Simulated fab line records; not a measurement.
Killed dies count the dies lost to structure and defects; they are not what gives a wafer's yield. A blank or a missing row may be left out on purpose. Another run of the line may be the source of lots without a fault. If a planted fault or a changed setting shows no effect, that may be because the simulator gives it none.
Split-lot experiment | flow berkeley-cmos170 | 5 lots, 23 wafers read, on a route of 331 steps

SPLIT DETAILS
At UCB170_SCREENOX_OXIDATION_01 (target thk 14.4 nm, ox time 2400 s), the setting ox-time-s was moved away from the recipe's 2400 s on 15 of the 23 wafers read, by -14.6% to +13.6%. This setting was run at the recipe's value on the other wafers.

There is no step in the file separating the split from the reading.

THE READING
SCREENOX_OXIDE_THK at UCB170_SCREENOX_THK_MEAS_02, in nm. A value of 14.55 nm with a standard deviation of 0.26 nm is what fault-free wafers of this fab line usually give.

wafer  | tool, chamber at the split | ox-time-s as run, s | against the recipe | SCREENOX_OXIDE_THK, nm | against lot-mates on the recipe
L078.1 | furnace-04, 0              | 2400                | recipe             | 14.59                  | -
L078.2 | furnace-04, 0              | 2400                | recipe             | 14.46                  | -
L078.4 | furnace-04, 0              | 2400                | recipe             | 14.64                  | -
L079.2 | -, -                       | 2050                | -14.6%             | 13.36                  | no lot-mate on the recipe
L079.3 | -, -                       | 2050                | -14.6%             | 13.38                  | no lot-mate on the recipe
L079.4 | -, -                       | 2050                | -14.6%             | 13.49                  | no lot-mate on the recipe
L079.5 | -, -                       | 2050                | -14.6%             | 13.65                  | no lot-mate on the recipe
L079.6 | -, -                       | 2050                | -14.6%             | 13.28                  | no lot-mate on the recipe
L081.1 | -, -                       | 2400                | recipe             | 14.80                  | -
L081.2 | -, -                       | 2400                | recipe             | 14.63                  | -
L081.4 | -, -                       | 2400                | recipe             | 14.79                  | -
L081.5 | -, -                       | 2400                | recipe             | 15.02                  | -
L081.6 | -, -                       | 2400                | recipe             | 14.90                  | -
L082.2 | -, -                       | 2727                | +13.6%             | 16.07                  | no lot-mate on the recipe
L082.3 | -, -                       | 2727                | +13.6%             | 16.13                  | no lot-mate on the recipe
L082.4 | -, -                       | 2727                | +13.6%             | 16.10                  | no lot-mate on the recipe
L082.5 | -, -                       | 2727                | +13.6%             | 15.88                  | no lot-mate on the recipe
L082.6 | -, -                       | 2727                | +13.6%             | 16.29                  | no lot-mate on the recipe
L084.1 | -, -                       | 2609                | +8.7%              | 15.16                  | no lot-mate on the recipe
L084.2 | -, -                       | 2609                | +8.7%              | 15.22                  | no lot-mate on the recipe
L084.3 | -, -                       | 2609                | +8.7%              | 15.12                  | no lot-mate on the recipe
L084.4 | -, -                       | 2609                | +8.7%              | 15.19                  | no lot-mate on the recipe
L084.6 | -, -                       | 2609                | +8.7%              | 15.29                  | no lot-mate on the recipe

THE FIT
A straight line over all 23 wafers: SCREENOX_OXIDE_THK changes by +0.0882 nm for each +1% of ox-time-s; r = +0.97; the points scatter about the line by 0.22 nm.
Too few moved wafers have a lot-mate on the recipe to fit a line with each lot's own level taken away.

THE WHOLE CHAIN: every reading that the file lists as answering this split, in the file's order
step                         | what it does                       | reading                                                                               | change (the file's fit)                | r (the file's)
UCB170_SCREENOX_OXIDATION_01 | target thk 14.4 nm, ox time 2400 s | SiO2_of_SCREENOX_OXIDATION_01.thk-nm (the simulator's own value, which no gauge read) | +0.0885 nm for each +1% of the setting | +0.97
UCB170_SCREENOX_THK_MEAS_02  |                                    | SCREENOX_OXIDE_THK                                                                    | +0.0883 for each +1% of the setting    | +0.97

THE FILE'S OWN FIT
SCREENOX_OXIDE_THK changes by +0.0883 nm for each +1% of ox-time-s, r = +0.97.
